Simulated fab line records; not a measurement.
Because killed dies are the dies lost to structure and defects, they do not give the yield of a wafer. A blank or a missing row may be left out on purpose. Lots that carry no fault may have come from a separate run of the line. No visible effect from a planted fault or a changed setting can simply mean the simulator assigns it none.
A struck lot beside a sound one || flow rit_cmos || 28 steps out of a route of 202
Sound: these wafers, L287.1, L287.3, L287.6. The struck wafers were L293.1, L293.2, L293.3. The cause is named last.
Per side, at each step with rows, come the tool, then ch with its chambers, and then its first start. Under that, the readings that differ: sound wafers || struck wafers || difference of the means || sigmas: that difference in standard deviations of wafers without a fault.
alike: readings with means less than 2 such deviations apart, plus words and numbers identical on both sides. not compared: withheld readings, readings lacking a value on some wafer, bounds such as >300 that could conceal the same value, and numbers that have no deviation in the record and whose values overlap.
A row with sigmas, a row that says differs or no value, or rows on one side alone: a step with any of these is where the two part. Non-overlapping numbers with no deviation appear without sigmas and do not part them. Lack of a reading on every wafer of one side parts them only where that side has two or more wafers.

RIT_ACTIVE_BOW_MEAS_00:
  sound on film_metro-02 at day 3 22:00; struck on film_metro-04 at day 5 04:00
  alike: INCOMING_BOW
RIT_ACTIVE_OXIDATION_01: target thk 46.8 nm, ox time 3360 s.
  sound on furnace-02 ch 0, day 3 22:07; struck on furnace-02 ch 0, day 5 04:07
{"reading": "ox_time_s (s)", "sound": "3360 3360 3360", "struck": "6384 6384 6384", "difference": "+3024", "sigmas": ""}
{"reading": "model.SiO2_of_ACTIVE_OXIDATION_01.thk_nm (nm)", "sound": "48.48 47.44 48.58", "struck": "72.63 73.97 73.12", "difference": "+25.07", "sigmas": ""}
RIT_ACTIVE_THK_MEAS_02:
  sound on film_metro-02 at day 4 00:03; struck on film_metro-04 at day 5 06:03
{"reading": "ACTIVE_OXIDE_THK (nm)", "sound": "48.5 47.5 48.6", "struck": "72.6 74.0 73.2", "difference": "+25.1", "sigmas": "+31"}
then, 1 step without rows for these wafers: RIT_ACTIVE_CVD_03 (deposits Si3N4 from SiH2Cl2/NH3, target thk 150 nm, time 1500 s).
RIT_ACTIVE_THK_MEAS_04:
  sound on film_metro-03 at day 4 01:32; struck on film_metro-04 at day 5 07:32
  alike: ACTIVE_NITRIDE_THK
then, 6 steps without rows for these wafers: RIT_ACTIVE_HMDS_05 (prime time 60 s); RIT_ACTIVE_COAT_06 (resist thk 1000 nm); RIT_ACTIVE_SOFTBAKE_07 (time 60 s); RIT_ACTIVE_EXPOSE_08 (exposes mask M1, target cd 1400 nm); RIT_ACTIVE_PEB_09; RIT_ACTIVE_DEVELOP_10 (develop time 50 s).
RIT_ACTIVE_CD_MEAS_11: the cd target is 1400 nm.
  sound on cd_sem-02 at day 4 02:26; struck on cd_sem-02 at day 5 08:34
  alike: cd_nm
then, 1 step without rows for these wafers: RIT_ACTIVE_HARDBAKE_12 (time 60 s).
RIT_ACTIVE_ETCH_13: etches Si3N4 in SF6, stops on SiO2, time 210 s, target depth 210 nm.
  sound on rie_diel-01 ch 0,2, day 4 02:43; struck on rie_diel-02 ch 0,1,2, day 5 08:50
  alike: drypump_motor_current_A, oes_product_au, throttle_valve_pct
  not compared: rf_hours_counter_h
RIT_ACTIVE_STRIP_14: strips in O2, time 180 s.
  sound on plasma_asher-01 ch 1, day 4 02:50; struck on plasma_asher-01 ch 0,1, day 5 08:58
{"reading": "drypump_motor_current_A (A)", "sound": "5.2 5.2 5.2", "struck": "5.2 6.4 6.4", "difference": "+0.8", "sigmas": "+2"}
  not compared: rf_hours_counter_h
RIT_ACTIVE_CD_MEAS_90: the cd target is 1400 nm.
  sound on cd_sem-01 at day 4 03:01; struck on cd_sem-02 at day 5 09:08
  alike: cd_nm
then, 4 steps without rows for these wafers: RIT_ACTIVE_CLEAN_15 (cleans in SC1, time 600 s); RIT_ACTIVE_CLEAN_16 (cleans in dHF, time 30 s); RIT_ACTIVE_CLEAN_17 (cleans in SC2, time 600 s); RIT_FOX1_OXIDATION_00 (target thk 350.7 nm, ox time 1130 s).
RIT_FOX1_THK_MEAS_01:
  sound on film_metro-01 at day 4 04:49; struck on film_metro-01 at day 5 11:47
  alike: FOX1_OXIDE_THK
then, 2 steps without rows for these wafers: RIT_FOX1_WET_ETCH_02 (etches SiO2 in BOE, target depth 350 nm, time 390 s); RIT_FOX2_OXIDATION_00 (target thk 350.7 nm, ox time 1130 s).
RIT_FOX2_THK_MEAS_01:
  sound on film_metro-01 at day 4 06:19; struck on film_metro-02 at day 5 13:17
  alike: FOX2_OXIDE_THK
then, 1 step without rows for these wafers: RIT_FOX2_CLEAN_02 (cleans in dHF, time 174 s).
RIT_FOX2_WET_ETCH_03: etches Si3N4 in H3PO4, target depth 195 nm, time 2700 s.
  sound on wet_bench-01 ch 2, day 4 06:27; struck on wet_bench-04 ch 3, day 5 13:25
{"reading": "model.SiO2_of_ACTIVE_OXIDATION_01.thk_nm (nm)", "sound": "42.01 40.87 42.12", "struck": "64.74 63.67 64.96", "difference": "+22.79", "sigmas": ""}
  alike: temp_c
RIT_FOX2_THK_MEAS_90:
  sound on film_metro-03 at day 4 07:16; struck on film_metro-02 at day 5 14:10
  alike: FIELD_OXIDE_LEFT_1_THK
RIT_M1_PROBE_99:
  sound on prober-01 at day 5 20:38; struck on prober-01 at day 7 04:27
{"reading": "killed_open", "sound": "1 2 3", "struck": "5 5 8", "difference": "+4", "sigmas": "+2"}
{"reading": "model.etest.nldd.width_nm (nm)", "sound": "3139 3156 3125", "struck": "2792 2758 2789", "difference": -360, "sigmas": ""}
{"reading": "model.etest.pldd.width_nm (nm)", "sound": "3149 3160 3138", "struck": "2795 2769 2784", "difference": -366, "sigmas": ""}
{"reading": "model.etest.nmos_0p3.r_on_ohm_um", "sound": "2171 2184 2233", "struck": "2332 2341 2357", "difference": "+147", "sigmas": ""}
{"reading": "model.etest.pplus_sal.width_nm (nm)", "sound": "3419 3417 3414", "struck": "3318 3310 3335", "difference": -96, "sigmas": ""}
{"reading": "model.etest.nplus_sal.width_nm (nm)", "sound": "3441 3436 3428", "struck": "3303 3303 3314", "difference": -128, "sigmas": ""}
{"reading": "model.etest.nmos_narrow.drive_ua_um", "sound": "215.9 217.7 210.3", "struck": "135.2 125.6 129.7", "difference": -84.5, "sigmas": ""}
{"reading": "model.etest.nmos_0p15.r_on_ohm_um", "sound": "1140 1157 1174", "struck": "1211 1183 1221", "difference": "+48", "sigmas": ""}
{"reading": "model.etest.pmos_narrow.drive_ua_um", "sound": "96.97 97.97 93.95", "struck": "63.02 58.95 60.72", "difference": -35.40, "sigmas": ""}
  alike: killed_at_contacts, killed_at_front_end, killed_dies, killed_short

WHERE THEY PART
At RIT_ACTIVE_THK_MEAS_02 first; at RIT_M1_PROBE_99 last (within this record only).

WHY: whatever the simulator had introduced
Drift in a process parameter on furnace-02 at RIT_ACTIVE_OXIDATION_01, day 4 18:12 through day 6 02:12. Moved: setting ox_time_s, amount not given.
